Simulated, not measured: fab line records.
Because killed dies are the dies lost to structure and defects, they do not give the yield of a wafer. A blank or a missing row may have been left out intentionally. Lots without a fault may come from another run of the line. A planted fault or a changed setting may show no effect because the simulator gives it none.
What tool caused it? / flow berkeley-cmos170 / 21 wafers from 7 lots sampled at 2 of the route's 331 steps

== WHAT THE GAUGES SHOWED, per wafer ==
UCB170_SPACER_THK_MEAS_01.
lot=L459; measured=day 7 06:34; on=film-metro-04; SPACER_TEOS_THK (nm)=375 380 386
lot=L460; measured=day 7 15:48; on=film-metro-04; SPACER_TEOS_THK (nm)=376 372 380
lot=L463; measured=day 8 13:10; on=film-metro-04; SPACER_TEOS_THK (nm)=740 751 746
lot=L466; measured=day 8 23:31; on=film-metro-04; SPACER_TEOS_THK (nm)=736 755 744
lot=L473; measured=day 10 08:34; on=film-metro-02; SPACER_TEOS_THK (nm)=375 381 382
lot=L478; measured=day 11 14:41; on=film-metro-04; SPACER_TEOS_THK (nm)=365 366 378
lot=L476; measured=day 11 15:20; on=film-metro-03; SPACER_TEOS_THK (nm)=372 374 375

== WHAT TOOL EACH LOT RAN ON (gives the tool, then ch and the chambers of the sampled wafers, and finally the start) ==
lot=L459; UCB170_SPACER_CVD_00=pecvd-02 ch 1,2, day 7 06:31
lot=L460; UCB170_SPACER_CVD_00=pecvd-03 ch 0,2, day 7 15:46
lot=L463; UCB170_SPACER_CVD_00=pecvd-03 ch 1,2, day 8 12:53
lot=L466; UCB170_SPACER_CVD_00=pecvd-03 ch 1,2, day 8 23:14
lot=L473; UCB170_SPACER_CVD_00=pecvd-01 ch 0,1,2, day 10 08:31
lot=L478; UCB170_SPACER_CVD_00=pecvd-02 ch 0,1,2, day 11 14:38
lot=L476; UCB170_SPACER_CVD_00=pecvd-02 ch 0,1,2, day 11 15:18
- UCB170_SPACER_CVD_00: deposits SiO2 from TEOS/O2, target thk 376 nm, time 47 s.

== THE ANSWER, worked out from the rows above alone ==
Rule: the usual values come from the lots themselves. Put in order of their means at a reading, lots are off if they are a third of the lots or fewer, leave a main group of 4 or more, and stand apart from it by a gap of 3 or more times the standard deviation of the main group's means; of several such gaps the widest counts. Not used: any main group whose means are identical at the precision the tables above print for the reading. Also off: a lot with no number at a reading for which 4 or more lots have one. The other lots that the step has rows for count as sound.
Off: at UCB170_SPACER_THK_MEAS_01 (SPACER_TEOS_THK), L463, L466. The main group: mean 376 nm, standard deviation 3.9.
If a tool, at a process step before that reading, ran all the lots that are off and no sound lot after the first of them, it fits. The gauges at UCB170_SPACER_THK_MEAS_01 are tried like those tools. One candidate fits, namely pecvd-03 at UCB170_SPACER_CVD_00. A fault onset in the window from L460 (day 7 15:46, its last sound lot) to L463 (day 8 12:53, its first lot off) fits.

== WHAT THE SIMULATOR HAD PUT IN ==
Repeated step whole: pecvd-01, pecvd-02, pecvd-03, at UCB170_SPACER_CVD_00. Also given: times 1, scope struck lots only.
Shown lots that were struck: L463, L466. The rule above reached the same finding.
